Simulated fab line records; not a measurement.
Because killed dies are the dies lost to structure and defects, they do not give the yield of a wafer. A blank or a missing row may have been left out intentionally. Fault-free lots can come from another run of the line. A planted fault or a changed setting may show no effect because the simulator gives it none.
Chamber matching + flow rit_cmos + 4 sister chambers for RIT_ACTIVE_CLEAN_15 on wet_bench-02
The step cleans in SC1, time 600 s. 16 wafers are shown with their chamber, then 8 later ones without.

## EACH WAFER AND ITS CHAMBER
| wafer  | chamber | bath_heat_duty_pct (%) |
|--------|---------|------------------------|
| L463.1 | 0       | 12.9                   |
| L463.4 | 0       | 13.1                   |
| L463.5 | 0       | 15.0                   |
| L465.1 | 1       | 19.4                   |
| L465.4 | 1       | 17.2                   |
| L465.6 | 1       | 17.0                   |
| L466.1 | 0       | 13.2                   |
| L466.3 | 0       | 13.7                   |
| L466.5 | 0       | 12.9                   |
| L469.1 | 3       | 13.4                   |
| L469.2 | 3       | 13.8                   |
| L469.4 | 3       | 12.8                   |
| L470.2 | 1       | 16.9                   |
| L470.4 | 1       | 16.6                   |
| L470.6 | 1       | 17.9                   |
| L473.1 | 2       | 16.5                   |

SIGNATURES (averages over the wafers above)
| reading            | chamber 0 | chamber 1 | chamber 2 | chamber 3 | scatter within a chamber |
|--------------------|-----------|-----------|-----------|-----------|--------------------------|
| bath_heat_duty_pct | 13.467    | 17.500    | 16.500    | 13.333    | 0.868                    |
Rule: distance of a wafer from a chamber = root of the sum over the readings of ((wafer's reading minus chamber's mean) / reading's scatter) squared. If the next closest chamber is less than 2 further off than the closest, the wafer can't be placed; otherwise it belongs to the closest. The scatter: the root of (the sum of the squares of (reading less its chamber's mean) over the shown wafers, divided by (wafers less chambers)).

## WAFERS WITHOUT THEIR CHAMBER
| wafer  | bath_heat_duty_pct (%) |
|--------|------------------------|
| L473.3 | 16.0                   |
| L473.4 | 15.6                   |
| L474.2 | 16.6                   |
| L474.4 | 15.8                   |
| L474.5 | 15.8                   |
| L483.3 | 15.3                   |
| L483.4 | 15.5                   |
| L483.5 | 15.2                   |

## CHAMBER TAKEN BY EACH
| wafer  | from the rows above               | in truth |
|--------|-----------------------------------|----------|
| L473.3 | can't be placed: 2 or 1           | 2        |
| L473.4 | can't be placed: 2 or 1 or 0 or 3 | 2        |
| L474.2 | can't be placed: 2 or 1           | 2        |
| L474.4 | can't be placed: 2 or 1 or 0      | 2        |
| L474.5 | can't be placed: 2 or 1 or 0      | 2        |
| L483.3 | can't be placed: 2 or 0 or 3 or 1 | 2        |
| L483.4 | can't be placed: 2 or 1 or 0 or 3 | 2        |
| L483.5 | can't be placed: 2 or 0 or 3 or 1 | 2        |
Correct placement for 0 of the 8. Not placeable from these rows: 8 (in 8, the candidates include the true chamber). Wrongly placed: 0.
